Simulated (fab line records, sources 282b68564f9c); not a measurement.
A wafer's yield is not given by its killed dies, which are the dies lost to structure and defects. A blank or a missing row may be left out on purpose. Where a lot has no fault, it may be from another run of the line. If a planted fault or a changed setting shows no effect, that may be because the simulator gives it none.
fab line records | flow ritCmos
record: lots: 13 | wafers: 39 | lastDay: 7
route steps=202 shown ACTIVE@5 PWELL@45 SILICIDE@167 CONTACT@173 M1@202
lots that met no fault: taken from a fault-free run of the same line
startH: hours from the record's opening day to when the first of the lot's shown wafers began | waitH: hours from the lot's prior step to this one | " repeats the value in the row above | L1.1+2: a single row standing in for several wafers | - either no value or no given start | * or withheld: withheld | < > ~ a bound
route shown NAME@n: a module of which the file shows steps, and the number in the route of the first | usual: mean/standard deviation of fault-free wafers | same: alike in all rows | chamber/n: place in a boat | sites: the reading at each site | _std_site: how widely they spread, as a standard deviation | _edge_site: inner sites' mean taken away from outer sites' mean | radiusMm: for every site, how far away it sits from the centre of the wafer | mask NAME#n: copy n | behind: the last tool/chamber to shape the wafer | hold: why the lot was held/for how many hours/how that ended | device: the transistor (n, p or np) that didn't switch | end of line: the route-end tests of the same wafers | where a step has no rows: the recipe by itself | killed: at the first sort, the dies lost to defects and structure; wafer yield is something else | map: the dies of a wafer, with x for killed, . for not killed, _ for no die there
set.NAME: the setting the step ran with; set.NAME@STEP: the setting that earlier step ran with | model.NAME: the simulator's own value behind a step, which no gauge read
one table for each step of the route and one row for each wafer, over a sample of lots
services: when a tool's chamber went out of use (startH, in hours from the record's first day, below 0 if earlier), for how many hours, and the reason
== steps ==
step: RIT_ACTIVE_THK_MEAS_04
recipe: reads: Si3N4_of_ACTIVE_CVD_03
usual: ACTIVE_NITRIDE_THK: 149.7/1.3
lot.wafer | tool         | chamber | startH | waitH | ACTIVE_NITRIDE_THK[nm]
L373.3    | filmMetro-03 | -       | 14.48  | 0.0   | 147.2
L373.5    | "            | -       | "      | "     | 146.8
L373.6    | "            | -       | "      | "     | 148.4
L375.1    | filmMetro-01 | -       | 23.88  | 0.0   | 150.1
L375.3    | "            | -       | "      | "     | 150.1
L375.5    | "            | -       | "      | "     | 149.4
L376.1    | filmMetro-04 | -       | 29.95  | 0.0   | 151.1
L376.2    | "            | -       | "      | "     | 151.2
L376.3    | "            | -       | "      | "     | 151.8
L378.3    | filmMetro-03 | -       | 40.29  | 0.0   | 151.1
L378.4    | "            | -       | "      | "     | 152.0
L378.5    | "            | -       | "      | "     | 151.8
L379.2    | filmMetro-04 | -       | 46.35  | 0.0   | 149.8
L379.4    | "            | -       | "      | "     | 148.0
L379.5    | "            | -       | "      | "     | 148.1
L380.3    | filmMetro-03 | -       | 54.71  | 0.0   | 149.0
L380.4    | "            | -       | "      | "     | 149.1
L380.6    | "            | -       | "      | "     | 149.5
L386.1    | filmMetro-01 | -       | 78.61  | 0.0   | 150.2
L386.3    | "            | -       | "      | "     | 149.8
L386.5    | "            | -       | "      | "     | 149.3
L388.2    | filmMetro-03 | -       | 88.54  | 0.0   | 148.9
L388.3    | "            | -       | "      | "     | 149.0
L388.6    | "            | -       | "      | "     | 150.6
L390.1    | filmMetro-01 | -       | 98.56  | 0.0   | 149.2
L390.2    | "            | -       | "      | "     | 148.3
L390.4    | "            | -       | "      | "     | 151.0
L393.1    | filmMetro-01 | -       | 113.74 | 0.0   | 149.5
L393.2    | "            | -       | "      | "     | 149.3
L393.5    | "            | -       | "      | "     | 149.1
L394.4    | filmMetro-03 | -       | 118.93 | 0.0   | 149.7
L394.5    | "            | -       | "      | "     | 149.8
L394.6    | "            | -       | "      | "     | 148.9
L395.4    | filmMetro-01 | -       | 123.56 | 0.0   | 152.8
L395.5    | "            | -       | "      | "     | 152.4
L395.6    | "            | -       | "      | "     | 152.2
L396.1    | filmMetro-03 | -       | 128.79 | 0.0   | 151.2
L396.5    | "            | -       | "      | "     | 149.9
L396.6    | "            | -       | "      | "     | 149.9
step: RIT_PWELL_OVL_MEAS_06
usual: PWELL_OVL: -1.6/1.5
lot.wafer | tool       | chamber | startH | waitH | PWELL_OVL[nm]
L373.3    | overlay-02 | -       | 28.49  | -     | -1.6
L373.5    | "          | -       | "      | "     | -2.9
L373.6    | "          | -       | "      | "     | -0.6
L375.1    | overlay-02 | -       | 33.77  | -     | -1.8
L375.3    | "          | -       | "      | "     | -0.1
L375.5    | "          | -       | "      | "     | -3.8
L376.1    | overlay-02 | -       | 44.06  | -     | -3.4
L376.2    | "          | -       | "      | "     | -3.0
L376.3    | "          | -       | "      | "     | -2.1
L378.3    | overlay-01 | -       | 55.26  | -     | -4.3
L378.4    | "          | -       | "      | "     | -3.1
L378.5    | "          | -       | "      | "     | -2.5
L379.2    | overlay-01 | -       | 61.81  | -     | 1.7
L379.4    | "          | -       | "      | "     | -1.2
L379.5    | "          | -       | "      | "     | -0.3
L380.3    | overlay-02 | -       | 66.03  | -     | -0.7
L380.4    | "          | -       | "      | "     | 0.6
L380.6    | "          | -       | "      | "     | -3.9
L386.1    | overlay-01 | -       | 88.10  | -     | -3.3
L386.3    | "          | -       | "      | "     | -4.2
L386.5    | "          | -       | "      | "     | -2.6
L388.2    | overlay-01 | -       | 98.16  | -     | -1.5
L388.3    | "          | -       | "      | "     | 1.1
L388.6    | "          | -       | "      | "     | -3.8
L390.1    | overlay-01 | -       | 107.61 | -     | 0.2
L390.2    | "          | -       | "      | "     | -0.2
L390.4    | "          | -       | "      | "     | -1.0
L393.1    | overlay-02 | -       | 122.20 | -     | -0.1
L393.2    | "          | -       | "      | "     | -0.5
L393.5    | "          | -       | "      | "     | -1.7
L394.4    | overlay-02 | -       | 129.45 | -     | 0.4
L394.5    | "          | -       | "      | "     | 0.8
L394.6    | "          | -       | "      | "     | 0.7
L395.4    | overlay-01 | -       | 133.66 | -     | -4.2
L395.5    | "          | -       | "      | "     | -0.3
L395.6    | "          | -       | "      | "     | -1.4
L396.1    | overlay-02 | -       | 139.62 | -     | -3.9
L396.5    | "          | -       | "      | "     | -2.7
L396.6    | "          | -       | "      | "     | -2.0
step: RIT_SILICIDE_RTA_06
recipe: tempC: 750 | timeS: 10 | idleTempC: 25 | rampUpS: 5 | rampDownS: 10 | coolToC: 25 | ambient: N2
usual: annealTempCMax: 752.5/0.57 | wafer_temp_C_max: 753.1/0.87
lot.wafer | tool         | chamber | startH | waitH | annealTempCMax | wafer_temp_C_max
L373.3    | rtpAnneal-01 | 0       | 67.35  | 0.0   | 752.4          | 752.9
L373.5    | "            | 0       | "      | "     | 752.2          | 753.0
L373.6    | "            | 0       | "      | "     | 752.3          | 753.9
L375.1    | rtpAnneal-01 | 0       | 72.97  | 0.0   | 752.2          | 754.2
L375.3    | "            | 0       | "      | "     | 751.5          | 755.0
L375.5    | "            | 0       | "      | "     | 752.8          | 754.3
L376.1    | rtpAnneal-02 | 0       | 78.97  | 0.0   | 752.9          | 752.0
L376.2    | "            | 0       | "      | "     | 753.2          | 751.9
L376.3    | "            | 0       | "      | "     | 752.2          | 751.9
L378.3    | rtpAnneal-02 | 0       | 89.65  | 0.0   | 751.7          | 751.9
L378.4    | "            | 0       | "      | "     | 752.4          | 752.2
L378.5    | "            | 0       | "      | "     | 752.3          | 751.9
L379.2    | rtpAnneal-01 | 0       | 91.75  | 0.0   | 751.6          | 753.2
L379.4    | "            | 0       | "      | "     | 752.1          | 752.9
L379.5    | "            | 0       | "      | "     | 751.6          | 753.1
L380.3    | rtpAnneal-01 | 0       | 96.62  | 0.0   | 751.9          | 753.2
L380.4    | "            | 0       | "      | "     | 752.2          | 753.1
L380.6    | "            | 0       | "      | "     | 752.2          | 752.5
L386.1    | rtpAnneal-02 | 0       | 117.19 | 0.0   | 752.4          | 752.1
L386.3    | "            | 0       | "      | "     | 752.6          | 752.3
L386.5    | "            | 0       | "      | "     | 752.8          | 752.8
L388.2    | rtpAnneal-02 | 0       | 127.11 | 0.0   | 753.5          | 751.4
L388.3    | "            | 0       | "      | "     | 752.8          | 751.9
L388.6    | "            | 0       | "      | "     | 752.4          | 752.4
L390.1    | rtpAnneal-02 | 0       | 135.13 | 0.0   | 751.9          | 752.0
L390.2    | "            | 0       | "      | "     | 753.3          | 752.0
L390.4    | "            | 0       | "      | "     | 752.7          | 752.2
L393.1    | rtpAnneal-01 | 0       | 154.00 | 0.0   | 752.5          | 753.3
L393.2    | "            | 0       | "      | "     | 751.7          | 753.2
L393.5    | "            | 0       | "      | "     | 751.9          | 754.6
L394.4    | rtpAnneal-02 | 0       | 160.58 | 0.0   | 752.3          | 751.8
L394.5    | "            | 0       | "      | "     | 752.9          | 752.0
L394.6    | "            | 0       | "      | "     | 752.6          | 753.1
L395.4    | rtpAnneal-01 | 0       | 166.06 | 0.0   | 752.4          | 753.7
L395.5    | "            | 0       | "      | "     | 751.8          | 753.1
L395.6    | "            | 0       | "      | "     | 752.7          | 753.6
L396.1    | rtpAnneal-02 | 0       | 169.77 | 0.0   | 753.0          | 753.2
L396.5    | "            | 0       | "      | "     | 753.2          | 752.2
L396.6    | "            | 0       | "      | "     | 753.1          | 752.6
step: RIT_CONTACT_EXPOSE_05
recipe: maskId: M11 | na: 0.6 | sourceShape: conventional | sigmaOuter: 0.5 | targetCdNm: 1000 | doseMj: 250
usual: exposureDoseMJCm2: 249.93/0.26
lot.wafer | tool            | chamber | startH | waitH | mask  | exposureDoseMJCm2
L373.3    | ilineStepper-02 | 0       | 67.99  | 0.1   | M11#0 | 249.92
L373.5    | "               | 0       | "      | "     | M11#0 | 249.97
L373.6    | "               | 0       | "      | "     | M11#0 | 250.15
L375.1    | ilineStepper-02 | 0       | 73.60  | 0.1   | M11#0 | 250.21
L375.3    | "               | 0       | "      | "     | M11#0 | 249.98
L375.5    | "               | 0       | "      | "     | M11#0 | 250.17
L376.1    | ilineStepper-01 | 0       | 79.72  | 0.2   | M11#0 | 249.67
L376.2    | "               | 0       | "      | "     | M11#0 | 249.86
L376.3    | "               | 0       | "      | "     | M11#0 | 249.67
L378.3    | ilineStepper-01 | 0       | 90.42  | 0.2   | M11#0 | 249.83
L378.4    | "               | 0       | "      | "     | M11#0 | 249.84
L378.5    | "               | 0       | "      | "     | M11#0 | 249.73
L379.2    | ilineStepper-01 | 0       | 92.43  | 0.1   | M11#0 | 249.83
L379.4    | "               | 0       | "      | "     | M11#0 | 249.42
L379.5    | "               | 0       | "      | "     | M11#0 | 249.61
L380.3    | ilineStepper-02 | 0       | 97.39  | 0.2   | M11#0 | 247.53
L380.4    | "               | 0       | "      | "     | M11#0 | 247.42
L380.6    | "               | 0       | "      | "     | M11#0 | 247.54
L386.1    | ilineStepper-01 | 0       | 117.82 | 0.1   | M11#0 | 249.89
L386.3    | "               | 0       | "      | "     | M11#0 | 249.87
L386.5    | "               | 0       | "      | "     | M11#0 | 249.76
L388.2    | ilineStepper-01 | 0       | 127.87 | 0.2   | M11#0 | 250.26
L388.3    | "               | 0       | "      | "     | M11#0 | 249.91
L388.6    | "               | 0       | "      | "     | M11#0 | 250.02
L390.1    | ilineStepper-01 | 0       | 135.88 | 0.2   | M11#0 | 249.75
L390.2    | "               | 0       | "      | "     | M11#0 | 249.69
L390.4    | "               | 0       | "      | "     | M11#0 | 249.41
L393.1    | ilineStepper-01 | 0       | 154.63 | 0.1   | M11#0 | 249.41
L393.2    | "               | 0       | "      | "     | M11#0 | 249.99
L393.5    | "               | 0       | "      | "     | M11#0 | 249.62
L394.4    | ilineStepper-02 | 0       | 161.36 | 0.2   | M11#0 | 250.38
L394.5    | "               | 0       | "      | "     | M11#0 | 250.24
L394.6    | "               | 0       | "      | "     | M11#0 | 250.56
L395.4    | ilineStepper-02 | 0       | 166.71 | 0.1   | M11#0 | 249.96
L395.5    | "               | 0       | "      | "     | M11#0 | 250.35
L395.6    | "               | 0       | "      | "     | M11#0 | 250.58
L396.1    | ilineStepper-02 | 0       | 170.40 | 0.1   | M11#0 | 250.44
L396.5    | "               | 0       | "      | "     | M11#0 | 249.92
L396.6    | "               | 0       | "      | "     | M11#0 | 249.75
step: RIT_CONTACT_CD_MEAS_08
recipe: targetCdNm: 1000
usual: cdNm: 1000.2/2.4
lot.wafer | tool     | chamber | startH | waitH | cdNm
L373.3    | cdSem-02 | -       | 68.51  | -     | 999.5
L373.5    | "        | -       | "      | "     | 999.4
L373.6    | "        | -       | "      | "     | 999.2
L375.1    | cdSem-02 | -       | 74.11  | -     | 999.4
L375.3    | "        | -       | "      | "     | 997.2
L375.5    | "        | -       | "      | "     | 997.7
L376.1    | cdSem-01 | -       | 80.24  | -     | 998.6
L376.2    | "        | -       | "      | "     | 999.6
L376.3    | "        | -       | "      | "     | 997.3
L378.3    | cdSem-02 | -       | 90.93  | -     | 998.6
L378.4    | "        | -       | "      | "     | 997.4
L378.5    | "        | -       | "      | "     | 997.5
L379.2    | cdSem-02 | -       | 92.94  | -     | 1000.6
L379.4    | "        | -       | "      | "     | 1001.5
L379.5    | "        | -       | "      | "     | 999.3
L380.3    | cdSem-02 | -       | 97.90  | -     | 1023.7
L380.4    | "        | -       | "      | "     | 1012.6
L380.6    | "        | -       | "      | "     | 1002.0
L386.1    | cdSem-02 | -       | 118.38 | -     | 999.1
L386.3    | "        | -       | "      | "     | 1000.1
L386.5    | "        | -       | "      | "     | 1000.1
L388.2    | cdSem-01 | -       | 128.39 | -     | 1002.9
L388.3    | "        | -       | "      | "     | 1001.7
L388.6    | "        | -       | "      | "     | 1002.2
L390.1    | cdSem-01 | -       | 136.40 | -     | 997.9
L390.2    | "        | -       | "      | "     | 1000.3
L390.4    | "        | -       | "      | "     | 996.4
L393.1    | cdSem-02 | -       | 155.14 | -     | 998.0
L393.2    | "        | -       | "      | "     | 995.6
L393.5    | "        | -       | "      | "     | 998.1
L394.4    | cdSem-01 | -       | 161.87 | -     | 1006.7
L394.5    | "        | -       | "      | "     | 1008.4
L394.6    | "        | -       | "      | "     | 1006.4
L395.4    | cdSem-01 | -       | 167.23 | -     | 996.4
L395.5    | "        | -       | "      | "     | 996.1
L395.6    | "        | -       | "      | "     | 997.0
L396.1    | cdSem-01 | -       | 170.91 | -     | 999.4
L396.5    | "        | -       | "      | "     | 999.7
L396.6    | "        | -       | "      | "     | 997.7
step: RIT_M1_PROBE_99
usual: killed_at_M0_to_M3: 0.0/0.083 | killedAtContacts: 0.1/0.38 | killedAtFrontEnd: 7/3.2 | killedDies: 7/3.2 | killedOpen: 3.6/2.1 | killedShort: 3.5/2
same: grossDies: 264 | killed_at_M4_up: 0 | killedAtBackSide: 0 | killedAtOther: 0
lot.wafer | tool      | chamber | startH | waitH | killed_at_M0_to_M3 | killedAtContacts | killedAtFrontEnd | killedDies | killedOpen | killedShort
L373.3    | prober-01 | -       | 75.35  | 0.2   | 0                  | 0                | 5                | 5          | 3          | 2
L373.5    | prober-01 | -       | 75.45  | 0.2   | 0                  | 0                | 2                | 2          | 2          | 0
L373.6    | prober-01 | -       | 75.50  | 0.2   | 0                  | 0                | 3                | 3          | 2          | 1
L379.2    | prober-01 | -       | 98.62  | 0.1   | 0                  | 0                | 6                | 6          | 3          | 3
L379.4    | prober-01 | -       | 98.72  | 0.2   | 0                  | 0                | 10               | 10         | 3          | 7
L379.5    | prober-01 | -       | 98.77  | 0.2   | 0                  | 0                | 6                | 6          | 2          | 4
L390.1    | prober-02 | -       | 141.77 | 0.1   | 0                  | 0                | 4                | 4          | 2          | 2
L390.2    | prober-02 | -       | 141.82 | 0.1   | 0                  | 0                | 9                | 9          | 6          | 3
L390.4    | prober-02 | -       | 141.92 | 0.2   | 0                  | 0                | 5                | 5          | 4          | 1
L393.1    | prober-01 | -       | 161.44 | 0.1   | 0                  | 0                | 5                | 5          | 1          | 4
L393.2    | prober-01 | -       | 161.49 | 0.1   | 0                  | 0                | 12               | 12         | 5          | 7
L393.5    | prober-01 | -       | 161.64 | 0.2   | 0                  | 0                | 9                | 9          | 5          | 4
L396.1    | prober-02 | -       | 176.31 | 0.1   | 0                  | 0                | 4                | 4          | 0          | 4
L396.5    | prober-02 | -       | 176.51 | 0.2   | 0                  | 0                | 5                | 5          | 3          | 2
L396.6    | prober-02 | -       | 176.56 | 0.2   | 0                  | 0                | 1                | 1          | 0          | 1
killed by level:class
L373.3 FOX1:geometricParticle:open=1 FOX2:geometricParticle:open=1 GATE:geometricParticle:open=1 GATE:geometricParticle:short=1 REOX:geometricParticle:short=1
L373.5 FOX1:geometricParticle:open=1 GATE:geometricParticle:open=1
L373.6 FOX2:geometricParticle:short=1 GATE:geometricParticle:open=1 SPACER:geometricParticle:open=1
L379.2 GATE:geometricParticle:open=2 FOX1:geometricParticle:short=1 GATE:geometricParticle:short=1 REOX:geometricParticle:short=1 REOX:geometricParticle:open=1
L379.4 GATE:geometricParticle:short=7 FOX2:geometricParticle:open=2 FOX1:geometricParticle:open=1
L379.5 FOX1:geometricParticle:short=1 FOX2:geometricParticle:short=1 GATE:geometricParticle:short=1 GATE:geometricParticle:open=1 SPACER:geometricParticle:open=1 SPACER:geometricParticle:short=1
L390.1 FOX1:geometricParticle:short=1 GATE:geometricParticle:open=1 REOX:geometricParticle:short=1 SPACER:geometricParticle:open=1
L390.2 FOX2:geometricParticle:open=2 REOX:geometricParticle:short=2 SILICIDE:geometricParticle:open=2 FOX1:geometricParticle:open=1 GATE:geometricParticle:short=1 REOX:geometricParticle:open=1
L390.4 FOX1:geometricParticle:open=2 FOX1:geometricParticle:short=1 REOX:geometricParticle:open=1 SPACER:geometricParticle:open=1
L393.1 FOX2:geometricParticle:short=1 GATE:geometricParticle:short=1 GATE:geometricParticle:open=1 REOX:geometricParticle:short=1 SPACER:geometricParticle:short=1
L393.2 GATE:geometricParticle:short=5 FOX1:geometricParticle:short=2 SPACER:geometricParticle:open=2 FOX1:geometricParticle:open=1 GATE:geometricParticle:open=1 REOX:geometricParticle:open=1
L393.5 GATE:geometricParticle:short=2 FOX1:geometricParticle:open=1 GATE:geometricParticle:open=1 REOX:geometricParticle:open=1 REOX:geometricParticle:short=1 SPACER:geometricParticle:open=1 SILICIDE:geometricParticle:short=1 SILICIDE:geometricParticle:open=1
L396.1 GATE:geometricParticle:short=1 REOX:geometricParticle:short=1 SPACER:geometricParticle:short=1 SILICIDE:geometricParticle:short=1
L396.5 GATE:geometricParticle:short=2 SPACER:geometricParticle:open=2 REOX:geometricParticle:open=1
L396.6 FOX1:geometricParticle:short=1
== services ==
tool            | chamber | startH | hours | kind
rtpAnneal-01    | -       | 47.98  | 6.3   | pm
ilineStepper-02 | -       | 80.05  | 1.9   | repair
ilineStepper-02 | 0       | 81.99  | -     | calibration
== key ==
firstSign: step: RIT_CONTACT_EXPOSE_05 | reading: exposureDoseMJCm2 | direction: down | sigmas: 9.2 | usual: 249.93 | struck: 247.50
effect: step: RIT_CONTACT_CD_MEAS_08 | reading: cdNm | direction: up | sigmas: 5.2 | usual: 1000.2 | struck: 1012.8 | wafersMoved: 2 | through: controlLoop
metAt RIT_CONTACT_EXPOSE_05
struckLots L380
testerLeftOut L380
loopTrim: step: RIT_CONTACT_EXPOSE_05 | setting: dose | lots: L380
notActingAt RIT_ACTIVE_THK_MEAS_04,RIT_PWELL_OVL_MEAS_06,RIT_SILICIDE_RTA_06
onsetBetween 73.60 97.39
fault: kind: processParameterDrift | tool: ilineStepper-02 | chamber: - | onsetH: 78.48 | steps: RIT_CONTACT_EXPOSE_05 | channel: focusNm | offset: 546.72 | spreadByWafer: 0.3 | shape: step | endH: 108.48
testerLeftOut: of these lots the tester's yield and bins aren't shown, on N5 and GAA mostly nor the transistor test; their killed dies are dies lost to structure and defects alone, not to doping, threshold or leakage, so they don't give the yield
loopTrim: a control loop set the setting to another value than it would have without faults
